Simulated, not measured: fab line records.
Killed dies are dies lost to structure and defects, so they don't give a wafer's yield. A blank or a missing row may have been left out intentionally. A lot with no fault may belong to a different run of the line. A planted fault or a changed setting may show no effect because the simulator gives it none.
fab line records / flow rit-cmos
record lots=6 wafers=18 last-day=6
route steps=202 shown NSD@137 PSD@142
lots that met no fault: taken from a fault-free run of the same line
start-h: hours from the record's first day to the start of the lot's first wafer shown / wait-h: time in hours since the lot's previous step / " same as the row above / L1.1+2: a single row standing in for several wafers / - no value, or no start given / * or withheld: withheld / < > ~ a bound
route shown NAME@n: names a module that has steps shown in the file, with the first one's number in the route / usual: mean/standard deviation taken from wafers without a fault / same: alike in all rows / chamber/n: place in a boat / sites: per-site readings / _std_site: standard deviation of those values / _edge_site: mean of outer sites minus mean of inner sites / radius-mm: how far each site lies from the wafer's centre / mask NAME#n: copy n / behind: tool/chamber where the wafer was last shaped / hold: the reason the lot was held/the length of the hold in hours/how it ended / device: whichever transistor did not switch (one of n, p or np) / end of line: the same wafers' tests at the end of the route / a step with no rows: only its recipe / killed: count of dies lost to structure and defects at first sort (not the wafer's yield) / map: shows each die of a wafer: x if killed, . if not, _ if none is there
set.NAME: the setting the step ran with; set.NAME@STEP: the setting that earlier step ran with / model.NAME: the simulator's own value behind a step, which no gauge read
lots at selected steps of the route; one table per step, one row per wafer
## steps
# step RIT_NSD_OVL_MEAS_06
# usual NSD_OVL=1.1/1.3
lot.wafer=L229.1 tool=overlay-01 chamber=- start-h=81.10 wait-h=- NSD_OVL[nm]=1.9
lot.wafer=L229.3 tool=overlay-01 chamber=- start-h=81.10 wait-h=- NSD_OVL[nm]=1.8
lot.wafer=L229.6 tool=overlay-01 chamber=- start-h=81.10 wait-h=- NSD_OVL[nm]=4.0
lot.wafer=L235.3 tool=overlay-01 chamber=- start-h=108.48 wait-h=- NSD_OVL[nm]=0.5
lot.wafer=L235.5 tool=overlay-01 chamber=- start-h=108.48 wait-h=- NSD_OVL[nm]=0.1
lot.wafer=L235.6 tool=overlay-01 chamber=- start-h=108.48 wait-h=- NSD_OVL[nm]=1.9
lot.wafer=L238.1 tool=overlay-01 chamber=- start-h=127.01 wait-h=- NSD_OVL[nm]=0.1
lot.wafer=L238.3 tool=overlay-01 chamber=- start-h=127.01 wait-h=- NSD_OVL[nm]=1.5
lot.wafer=L238.4 tool=overlay-01 chamber=- start-h=127.01 wait-h=- NSD_OVL[nm]=0.8
lot.wafer=L239.1 tool=overlay-02 chamber=- start-h=129.21 wait-h=- NSD_OVL[nm]=1.4
lot.wafer=L239.3 tool=overlay-02 chamber=- start-h=129.21 wait-h=- NSD_OVL[nm]=1.9
lot.wafer=L239.6 tool=overlay-02 chamber=- start-h=129.21 wait-h=- NSD_OVL[nm]=3.1
lot.wafer=L240.1 tool=overlay-02 chamber=- start-h=136.77 wait-h=- NSD_OVL[nm]=-0.8
lot.wafer=L240.3 tool=overlay-02 chamber=- start-h=136.77 wait-h=- NSD_OVL[nm]=2.5
lot.wafer=L240.4 tool=overlay-02 chamber=- start-h=136.77 wait-h=- NSD_OVL[nm]=-0.4
lot.wafer=L241.1 tool=overlay-02 chamber=- start-h=140.43 wait-h=- NSD_OVL[nm]=2.1
lot.wafer=L241.2 tool=overlay-02 chamber=- start-h=140.43 wait-h=- NSD_OVL[nm]=-1.4
lot.wafer=L241.4 tool=overlay-02 chamber=- start-h=140.43 wait-h=- NSD_OVL[nm]=0.9
# step RIT_NSD_HARDBAKE_07
# recipe resist=NOVOLAK temp-c=140 time-s=60
# step RIT_NSD_IMPLANT_08
# recipe species=P energy-kev=25 dose-cm2=1e+15 tilt-deg=7
# step RIT_NSD_STRIP_09
# recipe chemistry=O2 time-s=180 resist=NOVOLAK platen-temp-c=withheld power-w=500 pressure-mtorr=4000 o2-flow-sccm=4000
# usual drypump-motor-current-A=6.0/0.38
lot.wafer=L229.1 tool=plasma-asher-04 chamber=0 start-h=81.43 wait-h=0.1 drypump-motor-current-A=6.0 rf-hours-counter-h=30
lot.wafer=L229.3 tool=plasma-asher-04 chamber=1 start-h=81.43 wait-h=0.1 drypump-motor-current-A=6.1 rf-hours-counter-h=-
lot.wafer=L229.6 tool=plasma-asher-04 chamber=1 start-h=81.43 wait-h=0.1 drypump-motor-current-A=6.2 rf-hours-counter-h=-
lot.wafer=L235.3 tool=plasma-asher-04 chamber=1 start-h=108.86 wait-h=0.1 drypump-motor-current-A=6.1 rf-hours-counter-h=-
lot.wafer=L235.5 tool=plasma-asher-04 chamber=0 start-h=108.86 wait-h=0.1 drypump-motor-current-A=6.0 rf-hours-counter-h=-
lot.wafer=L235.6 tool=plasma-asher-04 chamber=1 start-h=108.86 wait-h=0.1 drypump-motor-current-A=6.1 rf-hours-counter-h=-
lot.wafer=L238.1 tool=plasma-asher-02 chamber=1 start-h=127.35 wait-h=0.1 drypump-motor-current-A=6.5 rf-hours-counter-h=51
lot.wafer=L238.3 tool=plasma-asher-02 chamber=1 start-h=127.35 wait-h=0.1 drypump-motor-current-A=6.5 rf-hours-counter-h=-
lot.wafer=L238.4 tool=plasma-asher-02 chamber=0 start-h=127.35 wait-h=0.1 drypump-motor-current-A=5.3 rf-hours-counter-h=-
lot.wafer=L239.1 tool=plasma-asher-04 chamber=0 start-h=129.55 wait-h=0.1 drypump-motor-current-A=6.0 rf-hours-counter-h=36
lot.wafer=L239.3 tool=plasma-asher-04 chamber=0 start-h=129.55 wait-h=0.1 drypump-motor-current-A=6.0 rf-hours-counter-h=-
lot.wafer=L239.6 tool=plasma-asher-04 chamber=1 start-h=129.55 wait-h=0.1 drypump-motor-current-A=6.1 rf-hours-counter-h=-
lot.wafer=L240.1 tool=plasma-asher-04 chamber=1 start-h=137.11 wait-h=0.1 drypump-motor-current-A=6.1 rf-hours-counter-h=37
lot.wafer=L240.3 tool=plasma-asher-04 chamber=1 start-h=137.11 wait-h=0.1 drypump-motor-current-A=6.1 rf-hours-counter-h=-
lot.wafer=L240.4 tool=plasma-asher-04 chamber=0 start-h=137.11 wait-h=0.1 drypump-motor-current-A=6.0 rf-hours-counter-h=-
lot.wafer=L241.1 tool=plasma-asher-02 chamber=1 start-h=140.77 wait-h=0.1 drypump-motor-current-A=6.5 rf-hours-counter-h=52
lot.wafer=L241.2 tool=plasma-asher-02 chamber=0 start-h=140.77 wait-h=0.1 drypump-motor-current-A=5.3 rf-hours-counter-h=52
lot.wafer=L241.4 tool=plasma-asher-02 chamber=0 start-h=140.77 wait-h=0.1 drypump-motor-current-A=5.3 rf-hours-counter-h=-
# step RIT_NSD_TW_MEAS_10
# usual NSD_TW=3137/40
lot.wafer=L229.1 tool=film-metro-01 chamber=- start-h=81.61 wait-h=0.1 NSD_TW=3192
lot.wafer=L229.3 tool=film-metro-01 chamber=- start-h=81.61 wait-h=0.1 NSD_TW=3172
lot.wafer=L229.6 tool=film-metro-01 chamber=- start-h=81.61 wait-h=0.1 NSD_TW=3187
lot.wafer=L235.3 tool=film-metro-01 chamber=- start-h=108.99 wait-h=0.1 NSD_TW=3153
lot.wafer=L235.5 tool=film-metro-01 chamber=- start-h=108.99 wait-h=0.1 NSD_TW=3162
lot.wafer=L235.6 tool=film-metro-01 chamber=- start-h=108.99 wait-h=0.1 NSD_TW=3152
lot.wafer=L238.1 tool=film-metro-03 chamber=- start-h=127.52 wait-h=0.1 NSD_TW=3071
lot.wafer=L238.3 tool=film-metro-03 chamber=- start-h=127.52 wait-h=0.1 NSD_TW=3088
lot.wafer=L238.4 tool=film-metro-03 chamber=- start-h=127.52 wait-h=0.1 NSD_TW=3097
lot.wafer=L239.1 tool=film-metro-02 chamber=- start-h=129.72 wait-h=0.1 NSD_TW=3137
lot.wafer=L239.3 tool=film-metro-02 chamber=- start-h=129.72 wait-h=0.1 NSD_TW=3147
lot.wafer=L239.6 tool=film-metro-02 chamber=- start-h=129.72 wait-h=0.1 NSD_TW=3157
lot.wafer=L240.1 tool=film-metro-01 chamber=- start-h=137.28 wait-h=0.1 NSD_TW=3181
lot.wafer=L240.3 tool=film-metro-01 chamber=- start-h=137.28 wait-h=0.1 NSD_TW=3172
lot.wafer=L240.4 tool=film-metro-01 chamber=- start-h=137.28 wait-h=0.1 NSD_TW=3159
lot.wafer=L241.1 tool=film-metro-02 chamber=- start-h=140.94 wait-h=0.1 NSD_TW=3146
lot.wafer=L241.2 tool=film-metro-02 chamber=- start-h=140.94 wait-h=0.1 NSD_TW=3139
lot.wafer=L241.4 tool=film-metro-02 chamber=- start-h=140.94 wait-h=0.1 NSD_TW=3150
# step RIT_PSD_HMDS_00
# recipe prime-time-s=60 prime-temp-c=140
# step RIT_PSD_COAT_01
# recipe resist=NOVOLAK spin-rpm=3250 resist-thk-nm=1000
# step RIT_PSD_SOFTBAKE_02
# recipe resist=NOVOLAK temp-c=90 time-s=60
# step RIT_PSD_EXPOSE_03
# recipe mask-id=M10 na=0.57 target-cd-nm=40900 dose-mj=250
# step RIT_PSD_PEB_04
# recipe resist=NOVOLAK temp-c=withheld time-s=withheld
# step RIT_PSD_DEVELOP_05
# recipe resist=NOVOLAK develop-time-s=50 dev-temp-c=23
# step RIT_PSD_OVL_MEAS_06
# usual PSD_OVL=0.7/1.4
lot.wafer=L229.1 tool=overlay-01 chamber=- start-h=82.69 wait-h=- PSD_OVL[nm]=3.1
lot.wafer=L229.3 tool=overlay-01 chamber=- start-h=82.69 wait-h=- PSD_OVL[nm]=2.7
lot.wafer=L229.6 tool=overlay-01 chamber=- start-h=82.69 wait-h=- PSD_OVL[nm]=-0.6
lot.wafer=L235.3 tool=overlay-01 chamber=- start-h=109.90 wait-h=- PSD_OVL[nm]=1.0
lot.wafer=L235.5 tool=overlay-01 chamber=- start-h=109.90 wait-h=- PSD_OVL[nm]=0.2
lot.wafer=L235.6 tool=overlay-01 chamber=- start-h=109.90 wait-h=- PSD_OVL[nm]=0.7
lot.wafer=L238.1 tool=overlay-01 chamber=- start-h=128.56 wait-h=- PSD_OVL[nm]=1.5
lot.wafer=L238.3 tool=overlay-01 chamber=- start-h=128.56 wait-h=- PSD_OVL[nm]=1.3
lot.wafer=L238.4 tool=overlay-01 chamber=- start-h=128.56 wait-h=- PSD_OVL[nm]=1.0
lot.wafer=L239.1 tool=overlay-01 chamber=- start-h=130.76 wait-h=- PSD_OVL[nm]=1.1
lot.wafer=L239.3 tool=overlay-01 chamber=- start-h=130.76 wait-h=- PSD_OVL[nm]=1.1
lot.wafer=L239.6 tool=overlay-01 chamber=- start-h=130.76 wait-h=- PSD_OVL[nm]=2.4
lot.wafer=L240.1 tool=overlay-01 chamber=- start-h=138.19 wait-h=- PSD_OVL[nm]=-1.0
lot.wafer=L240.3 tool=overlay-01 chamber=- start-h=138.19 wait-h=- PSD_OVL[nm]=0.0
lot.wafer=L240.4 tool=overlay-01 chamber=- start-h=138.19 wait-h=- PSD_OVL[nm]=-1.6
lot.wafer=L241.1 tool=overlay-02 chamber=- start-h=141.90 wait-h=- PSD_OVL[nm]=1.6
lot.wafer=L241.2 tool=overlay-02 chamber=- start-h=141.90 wait-h=- PSD_OVL[nm]=0.0
lot.wafer=L241.4 tool=overlay-02 chamber=- start-h=141.90 wait-h=- PSD_OVL[nm]=0.2
# step RIT_PSD_HARDBAKE_07
# recipe resist=NOVOLAK temp-c=140 time-s=60
# usual exhaust-pa=45.1/0.87 heater-power-total-W=62.55/0.045 plate-temp-C=140.01/0.14
lot.wafer=L229.1 tool=litho-track-04 chamber=0 start-h=82.73 wait-h=0.0 exhaust-pa=43.6 heater-power-total-W=62.56 plate-temp-C=140.18 model.NOVOLAK_of_PSD_COAT_01.thk-nm=881.8
lot.wafer=L229.3 tool=litho-track-04 chamber=0 start-h=82.73 wait-h=0.0 exhaust-pa=43.3 heater-power-total-W=62.56 plate-temp-C=140.23 model.NOVOLAK_of_PSD_COAT_01.thk-nm=881.7
lot.wafer=L229.6 tool=litho-track-04 chamber=0 start-h=82.73 wait-h=0.0 exhaust-pa=43.7 heater-power-total-W=62.58 plate-temp-C=139.97 model.NOVOLAK_of_PSD_COAT_01.thk-nm=881.1
lot.wafer=L235.3 tool=litho-track-01 chamber=0 start-h=109.97 wait-h=0.1 exhaust-pa=46.3 heater-power-total-W=62.49 plate-temp-C=140.07 model.NOVOLAK_of_PSD_COAT_01.thk-nm=883.8
lot.wafer=L235.5 tool=litho-track-01 chamber=0 start-h=109.97 wait-h=0.1 exhaust-pa=46.2 heater-power-total-W=62.52 plate-temp-C=139.71 model.NOVOLAK_of_PSD_COAT_01.thk-nm=884.8
lot.wafer=L235.6 tool=litho-track-01 chamber=0 start-h=109.97 wait-h=0.1 exhaust-pa=45.7 heater-power-total-W=62.48 plate-temp-C=140.03 model.NOVOLAK_of_PSD_COAT_01.thk-nm=886.4
lot.wafer=L238.1 tool=litho-track-04 chamber=0 start-h=128.59 wait-h=0.0 exhaust-pa=46.6 heater-power-total-W=60.97 plate-temp-C=137.33 model.NOVOLAK_of_PSD_COAT_01.thk-nm=890.2
lot.wafer=L238.3 tool=litho-track-04 chamber=0 start-h=128.59 wait-h=0.0 exhaust-pa=45.7 heater-power-total-W=60.89 plate-temp-C=137.15 model.NOVOLAK_of_PSD_COAT_01.thk-nm=887.2
lot.wafer=L238.4 tool=litho-track-04 chamber=0 start-h=128.59 wait-h=0.0 exhaust-pa=45.2 heater-power-total-W=60.90 plate-temp-C=137.00 model.NOVOLAK_of_PSD_COAT_01.thk-nm=890.8
lot.wafer=L239.1 tool=litho-track-04 chamber=0 start-h=130.79 wait-h=0.0 exhaust-pa=45.8 heater-power-total-W=60.99 plate-temp-C=137.37 model.NOVOLAK_of_PSD_COAT_01.thk-nm=888.2
lot.wafer=L239.3 tool=litho-track-04 chamber=0 start-h=130.79 wait-h=0.0 exhaust-pa=45.9 heater-power-total-W=60.87 plate-temp-C=137.52 model.NOVOLAK_of_PSD_COAT_01.thk-nm=888.5
lot.wafer=L239.6 tool=litho-track-04 chamber=0 start-h=130.79 wait-h=0.0 exhaust-pa=46.2 heater-power-total-W=60.91 plate-temp-C=137.37 model.NOVOLAK_of_PSD_COAT_01.thk-nm=890
lot.wafer=L240.1 tool=litho-track-03 chamber=0 start-h=138.23 wait-h=0.0 exhaust-pa=45.3 heater-power-total-W=62.51 plate-temp-C=140.02 model.NOVOLAK_of_PSD_COAT_01.thk-nm=877.3
lot.wafer=L240.3 tool=litho-track-03 chamber=0 start-h=138.23 wait-h=0.0 exhaust-pa=44.6 heater-power-total-W=62.67 plate-temp-C=140.22 model.NOVOLAK_of_PSD_COAT_01.thk-nm=879.2
lot.wafer=L240.4 tool=litho-track-03 chamber=0 start-h=138.23 wait-h=0.0 exhaust-pa=45.5 heater-power-total-W=62.62 plate-temp-C=140.03 model.NOVOLAK_of_PSD_COAT_01.thk-nm=880
lot.wafer=L241.1 tool=litho-track-01 chamber=0 start-h=141.94 wait-h=0.0 exhaust-pa=45.0 heater-power-total-W=62.51 plate-temp-C=139.94 model.NOVOLAK_of_PSD_COAT_01.thk-nm=884.8
lot.wafer=L241.2 tool=litho-track-01 chamber=0 start-h=141.94 wait-h=0.0 exhaust-pa=45.4 heater-power-total-W=62.49 plate-temp-C=139.86 model.NOVOLAK_of_PSD_COAT_01.thk-nm=884.4
lot.wafer=L241.4 tool=litho-track-01 chamber=0 start-h=141.94 wait-h=0.0 exhaust-pa=45.8 heater-power-total-W=62.51 plate-temp-C=139.83 model.NOVOLAK_of_PSD_COAT_01.thk-nm=882.9
# step RIT_PSD_IMPLANT_08
# recipe species=BF2 energy-kev=27 dose-cm2=5e+15 tilt-deg=7
## key
first-sign step=RIT_PSD_HARDBAKE_07 reading=heater-power-total-W direction=down sigmas=36 usual=62.55 struck=60.92
effect step=RIT_PSD_HARDBAKE_07 reading=plate-temp-C direction=down sigmas=20 usual=* struck=*
model-effect step=RIT_PSD_HARDBAKE_07 value=NOVOLAK_of_PSD_COAT_01.thk-nm without=884.7 struck=889.1
met-at RIT_PSD_HARDBAKE_07
struck-wafers L238.1,L238.3,L238.4,L239.1,L239.3,L239.6
tester-left-out L238,L239
onset-between 82.73 128.59
fault kind=process-parameter-drift tool=litho-track-04 chamber=- onset-h=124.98 steps=RIT_PSD_HARDBAKE_07 channel=temp-c offset=* shape=step end-h=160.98 acts-in=* stated=*
# tester-left-out: of these lots the tester's yield and bins aren't shown, on N5 and GAA mostly nor the transistor test; their killed dies are dies lost to structure and defects alone, not to doping, threshold or leakage, so they don't give the yield
